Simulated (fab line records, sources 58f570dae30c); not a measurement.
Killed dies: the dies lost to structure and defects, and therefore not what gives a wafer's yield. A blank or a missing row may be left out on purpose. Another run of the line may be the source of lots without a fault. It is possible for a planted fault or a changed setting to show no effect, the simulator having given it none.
2 desks, one fault -- flow berkeleyCmos170 -- every desk sees just its own numbers, and what lay behind them comes last

THE METROLOGY DESK
Lot by lot, what the gauges showed, no matter which tool ran the lot: averages of those sampled wafers that carry a number. If a lot's mean is further than 4 standard deviations from the usual mean, the lot is out of limits and carries the mark OUT (the distance appears in the brackets).
Columns: A = SCREENOX_OXIDE_THK at UCB170_SCREENOX_THK_MEAS_02, usual 14.29 nm; B = GATE_OVL at UCB170_GATE_OVL_MEAS_13, usual 0 nm
lot,first seen here,A,B
L274,day 6 05:34,14.07,-2
L275,day 6 14:05,14.01,-9
L278,day 7 01:53,14.12,2
L277,day 7 01:53,13.97,-2
L279,day 7 14:53,14.39,2
L280,day 7 14:53,14.28,-7
L281,day 7 21:13,14.15,-1
L282,day 7 21:13,14.13,4
L286,day 9 00:52,14.38,-3
L292,day 10 07:35,14.46,2
L291,day 10 07:37,14.59,-5
L294,day 10 15:12,14.14,8
L296,day 10 22:56,14.85,-3
This desk's finding: nothing out of limits on any of the 13 lots.

DESK OF THE TOOL OWNER: rieDiel-03
The tool's own readings at UCB170_NWELL_ETCH_13 (etches Si3N4 in CH3F/Ar/O2, stops on SiO2, target depth 246.4 nm, time 154 s): means of the sampled wafers that have a number, for each lot that ran on this tool. If a lot's mean is further than 4 standard deviations from the usual mean, the lot is out of limits and carries the mark OUT (the distance appears in the brackets).
Columns: A = drypumpMotorCurrentA at UCB170_NWELL_ETCH_13, usual 5.3 A; B = oesProductAu at UCB170_NWELL_ETCH_13, usual 0.940 a.u.; C = throttleValvePct at UCB170_NWELL_ETCH_13, usual 8.05 %
lot,first seen here,A,B,C
L275,day 3 01:19,5.6,0.946,8.04
L278,day 3 14:07,5.6,0.954,8.05
L282,day 4 05:56,5.5,0.943,7.95
L286,day 5 05:19,5.5,0.915,7.95
This desk's finding: nothing out of limits on any of the 4 lots.

TAKEN TOGETHER
From the metrology desk's view, nothing was out of limits.
The desk of the tool owner found nothing out of limits.

WHAT HAD BEEN PUT IN BY THE SIMULATOR
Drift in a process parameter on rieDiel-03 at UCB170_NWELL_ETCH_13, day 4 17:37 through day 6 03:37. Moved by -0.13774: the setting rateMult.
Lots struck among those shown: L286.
